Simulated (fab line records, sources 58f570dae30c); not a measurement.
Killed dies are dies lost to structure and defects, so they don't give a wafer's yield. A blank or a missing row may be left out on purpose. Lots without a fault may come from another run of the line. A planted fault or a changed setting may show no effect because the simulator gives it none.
Split-lot experiment | flow berkeley_cmos170 | 5 lots, 23 wafers read, on a route of 331 steps

THE SPLIT
At UCB170_M1_COAT_04 (resist thk 900 nm), the setting spin_rpm was moved away from the recipe's 1500 rpm on 7 of the 23 wafers read, by -5.6% to -3.2%. The other wafers ran this setting at the recipe's value.

The file shows no step between the split and the reading.

THE READING
KrF_of_M1_COAT_04.thk_nm (the simulator's own value, which no gauge read), in nm, at UCB170_M1_METAL_ETCH_12 (etches Al in Cl2/BCl3, stops on PSG, target depth 780 nm, time 130 s). The file gives no usual value for it. The 16 wafers here that ran the recipe average 433.5 nm, standard deviation 12 nm.

wafer  | tool, chamber at the split | spin_rpm as run, rpm | against the recipe | KrF_of_M1_COAT_04.thk_nm, nm | against lot-mates on the recipe
L074.2 | litho_track-01, 0          | 1500                 | recipe             | 433.1                        | -
L074.4 | litho_track-01, 0          | 1500                 | recipe             | 423.8                        | -
L074.5 | litho_track-01, 0          | 1500                 | recipe             | 428.5                        | -
L078.1 | litho_track-02, 0          | 1427                 | -4.9%              | 440.2                        | +15.8
L078.2 | litho_track-02, 0          | 1427                 | -4.9%              | 448.5                        | +24.1
L078.3 | litho_track-02, 0          | 1500                 | recipe             | 418.6                        | -
L078.4 | litho_track-02, 0          | 1427                 | -4.9%              | 453.8                        | +29.4
L078.6 | litho_track-02, 0          | 1500                 | recipe             | 430.2                        | -
L079.1 | litho_track-01, 0          | 1416                 | -5.6%              | 457.9                        | +36.2
L079.2 | litho_track-01, 0          | 1500                 | recipe             | 425.7                        | -
L079.3 | litho_track-01, 0          | 1500                 | recipe             | 419.4                        | -
L079.4 | litho_track-01, 0          | 1500                 | recipe             | 420                          | -
L079.6 | litho_track-01, 0          | 1416                 | -5.6%              | 453.6                        | +31.9
L085.1 | litho_track-02, 0          | 1500                 | recipe             | 429.8                        | -
L085.2 | litho_track-02, 0          | 1500                 | recipe             | 424.7                        | -
L085.3 | litho_track-02, 0          | 1500                 | recipe             | 429.5                        | -
L085.4 | litho_track-02, 0          | 1452                 | -3.2%              | 436.5                        | +8.5
L085.5 | litho_track-02, 0          | 1452                 | -3.2%              | 443                          | +15.0
L082.1 | litho_track-04, 0          | 1500                 | recipe             | 450.8                        | -
L082.4 | litho_track-04, 0          | 1500                 | recipe             | 450.8                        | -
L082.3 | litho_track-04, 0          | 1500                 | recipe             | 450.7                        | -
L082.5 | litho_track-04, 0          | 1500                 | recipe             | 452.5                        | -
L082.6 | litho_track-04, 0          | 1500                 | recipe             | 448.3                        | -

THE FIT
A straight line over all 23 wafers: KrF_of_M1_COAT_04.thk_nm changes by -3.25 nm for each +1% of spin_rpm; r = -0.56; the points scatter about the line by 11 nm.
The same after taking each lot's own level away (the mean of its wafers on the recipe; 23 wafers): -5.21 nm for each +1%; r = -0.94; scatter 4.3 nm.
On that fit, the largest move of spin_rpm shifts the reading by 29 nm.
The lots' own levels span 421.70 to 450.62 nm, that is 2.4 times the standard deviation above.
So the lot-to-lot level blurs the effect unless lot-mates are compared.
Check: with one of the wafers moved furthest among these (-5.6%) left out of the fit, the line predicts +27 nm for it against its lot-mates. It came out at +36.2 nm against them.

OTHER SPLITS ON THESE WAFERS
These wafers also went through other splits before the reading. Each is held against what the fit with the lots' levels taken away leaves over:
other split on the same wafers       | wafers away from the commonest value | r with KrF_of_M1_COAT_04.thk_nm (lot level and that fit taken away)
UCB170_PLDD_EXPOSE_03 dose_mj        | 7                                    | -0.21
UCB170_NLDD_EXPOSE_03 dose_mj        | 10                                   | -0.04
UCB170_SPACER_CVD_00 time_s          | 7                                    | +0.27
UCB170_PSD_PEB_04 peb_temp_c         | 6                                    | +0.46
UCB170_NSD_IMPLANT_08 energy_kev     | 6                                    | +0.11
UCB170_BACKSIDE_HMDS_00 prime_time_s | 9                                    | -0.27
UCB170_CONTACT_CVD_01 pressure_mtorr | 15                                   | -0.31
UCB170_CONTACT_COAT_10 resist_thk_nm | 9                                    | -0.09

THE WHOLE CHAIN: every reading that the file lists as answering this split, in the file's order
step                    | what it does                                                         | reading                                                                   | change (the file's fit)              | r (the file's)
UCB170_M1_COAT_04       | resist thk 900 nm                                                    | KrF_of_M1_COAT_04.thk_nm (the simulator's own value, which no gauge read) | -4.67 nm for each +1% of the setting | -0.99
UCB170_M1_METAL_ETCH_12 | etches Al in Cl2/BCl3, stops on PSG, target depth 780 nm, time 130 s | KrF_of_M1_COAT_04.thk_nm (the simulator's own value, which no gauge read) | -5.22 nm for each +1% of the setting | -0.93

THE FILE'S OWN FIT
KrF_of_M1_COAT_04.thk_nm changes by -5.22 nm for each +1% of spin_rpm, r = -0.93.
